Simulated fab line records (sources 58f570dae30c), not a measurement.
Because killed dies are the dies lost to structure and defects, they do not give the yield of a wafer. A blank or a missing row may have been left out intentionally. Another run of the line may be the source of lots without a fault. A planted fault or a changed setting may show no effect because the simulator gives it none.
Which of the tools did it? -- flow berkeleyCmos170 -- 7 lots with 19 wafers sampled at 2 steps, on a route of 331 steps

## WHAT EACH GAUGE READ, for each wafer
UCB170_SILICIDE_RS_MEAS_02: the measuring method here is four-point-probe.
lot,measured,on,SILICIDE_TI_RS (ohm/sq)
L913,day 7 22:39,filmMetro-03,25.9 26.2 26.1
L915,day 7 22:16,filmMetro-01,26.0 26.6 26.7
L917,day 8 05:41,filmMetro-04,26.6 26.7 26.2
L919,day 9 11:44,filmMetro-01,26.0 26.1 26.1
L927,day 10 01:35,filmMetro-01,27.4 27.7
L928,day 10 08:32,filmMetro-01,25.5 25.8 26.0
L932,day 11 09:14,filmMetro-03,25.8 25.7 25.3

## EACH LOT AND THE TOOL THAT RAN IT (in order: tool; ch and the chambers of the sampled wafers; start)
lot,UCB170_SILICIDE_SPUTTER_01
L913,"pvdSputter-02, day 7 22:35"
L915,"pvdSputter-04, day 7 22:14"
L917,"pvdSputter-02, day 8 05:39"
L919,"pvdSputter-02, day 9 11:41"
L927,"pvdSputter-03, day 10 01:34"
L928,"pvdSputter-04, day 10 08:29"
L932,"pvdSputter-04, day 11 09:11"
- UCB170_SILICIDE_SPUTTER_01: material Ti, target thk 30 nm, time 25 s.

## THE ANSWER, worked out from the rows above alone
Rule: the usual values come from the lots themselves. The widest of any qualifying gaps counts: lots, ordered by their means at a reading, are off when they make up no more than a third of the lots, leave a main group of 4 or more, and stand apart from it by 3 or more times the standard deviation of that group's means. Not used: any main group whose means are identical at the precision the tables above print for the reading. Also off: a lot with no number at a reading for which 4 or more lots have one. Any other lot the step has rows for is counted as sound.
Off: L927, seen at UCB170_SILICIDE_RS_MEAS_02 (SILICIDE_TI_RS). Mean 26.1 ohm/sq and standard deviation 0.32 in the main group.
If a tool, at a process step before that reading, ran all the lots that are off and no sound lot after the first of them, it fits. Gauges at UCB170_SILICIDE_RS_MEAS_02: tried the same way as those tools. One fits: UCB170_SILICIDE_SPUTTER_01 on pvdSputter-03. It ran no sound lot before its first lot that is off in this sample, so the start can't be narrowed down.

## WHAT THE SIMULATOR HAD PUT IN
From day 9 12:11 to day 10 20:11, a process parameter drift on pvdSputter-03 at UCB170_SILICIDE_SPUTTER_01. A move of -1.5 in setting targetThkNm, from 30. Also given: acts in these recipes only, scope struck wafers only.
Struck lots among those shown: L927. The rule given above showed the same thing.
